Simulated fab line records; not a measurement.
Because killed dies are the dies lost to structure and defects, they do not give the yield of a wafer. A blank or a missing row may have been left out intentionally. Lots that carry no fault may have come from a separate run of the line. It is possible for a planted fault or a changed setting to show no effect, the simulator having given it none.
Which tool was responsible?    flow berkeley-cmos170    14 lots, 42 wafers sampled, at 2 steps of a route of 331

WHAT EACH GAUGE READ, for each wafer
UCB170_V1_CD_MEAS_12 targets a cd of 700 nm.
lot   measured      on         cd-nm (nm)
L597  day 8 21:15   cd-sem-01  702.5 702.6 700.8
L599  day 8 21:31   cd-sem-02  700.7 701.1 699.8
L600  day 9 11:46   cd-sem-01  698.9 699.9 699.9
L602  day 9 19:33   cd-sem-02  700.5 701.1 701.5
L601  day 9 20:37   cd-sem-02  700.3 701.4 699.7
L603  day 9 22:42   cd-sem-01  700.1 698.2 698.5
L604  day 10 12:30  cd-sem-02  697.7 698.3 696.6
L606  day 10 14:19  cd-sem-01  699.0 699.1 699.6
L610  day 10 23:47  cd-sem-01  698.7 699.2 697.4
L607  day 10 23:51  cd-sem-02  699.8 698.2 699.8
L612  day 12 00:32  cd-sem-02  697.3 698.3 698.8
L615  day 12 20:05  cd-sem-01  700.7 700.4 700.5
L618  day 13 08:02  cd-sem-01  699.3 699.1 700.7
L617  day 13 12:25  cd-sem-01  700.9 701.1 699.9

WHICH TOOL RAN EACH LOT (tool, then ch and the chambers of the sampled wafers, then the start)
lot   UCB170_M1_SPUTTER_00
L597  pvd-sputter-01, day 8 12:26
L599  pvd-sputter-04, day 8 12:39
L600  pvd-sputter-04, day 9 05:26
L602  pvd-sputter-02, day 9 13:44
L601  pvd-sputter-04, day 9 14:24
L603  pvd-sputter-01, day 9 16:11
L604  pvd-sputter-01, day 10 07:31
L606  pvd-sputter-02, day 10 08:25
L610  pvd-sputter-02, day 10 16:05
L607  pvd-sputter-01, day 10 18:10
L612  pvd-sputter-02, day 11 19:06
L615  pvd-sputter-04, day 12 12:35
L618  pvd-sputter-02, day 13 00:27
L617  pvd-sputter-02, day 13 06:51
- UCB170_M1_SPUTTER_00: material Al, target thk 600 nm, time 80 s.

AS READ BY THE TOOLS THEMSELVES (means over the sampled wafers that have a number; for cases with no such wafer, the mark the record gives instead)
UCB170_M1_SPUTTER_00.
lot   tool            chamber-pressure-pa (Pa)  throttle-valve-pct (%)
L597  pvd-sputter-01  0.4999                    29.9
L599  pvd-sputter-04  0.5013                    30.3
L600  pvd-sputter-04  0.5000                    30.8
L602  pvd-sputter-02  0.5006                    30.1
L601  pvd-sputter-04  0.5004                    30.1
L603  pvd-sputter-01  0.4997                    30.1
L604  pvd-sputter-01  0.5009                    30.8
L606  pvd-sputter-02  0.4989                    30.1
L610  pvd-sputter-02  0.5006                    29.8
L607  pvd-sputter-01  0.4998                    30.7
L612  pvd-sputter-02  0.4992                    29.8
L615  pvd-sputter-04  0.5000                    29.6
L618  pvd-sputter-02  0.5007                    30.0
L617  pvd-sputter-02  0.5002                    29.7

THE ANSWER, worked out from the rows above alone
Rule: the lots themselves supply what counts as usual. Put in order of their means at a reading, lots are off if they are a third of the lots or fewer, leave a main group of 4 or more, and stand apart from it by a gap of 3 or more times the standard deviation of the main group's means; of several such gaps the widest counts. Not used: any main group whose means are identical at the precision the tables above print for the reading. Also off: a lot with no number at a reading for which 4 or more lots have one. Any other lot the step has rows for is counted as sound. After the gauges, taken in route order, come the tools' own readings; for these a lot's mean is taken, as printed above. At the first step where some lot is off, the reading lying furthest off is the one used; lots without a number count as furthest.
None of the lots is off at any reading shown; this tells nothing.

WHAT THE SIMULATOR PUT IN
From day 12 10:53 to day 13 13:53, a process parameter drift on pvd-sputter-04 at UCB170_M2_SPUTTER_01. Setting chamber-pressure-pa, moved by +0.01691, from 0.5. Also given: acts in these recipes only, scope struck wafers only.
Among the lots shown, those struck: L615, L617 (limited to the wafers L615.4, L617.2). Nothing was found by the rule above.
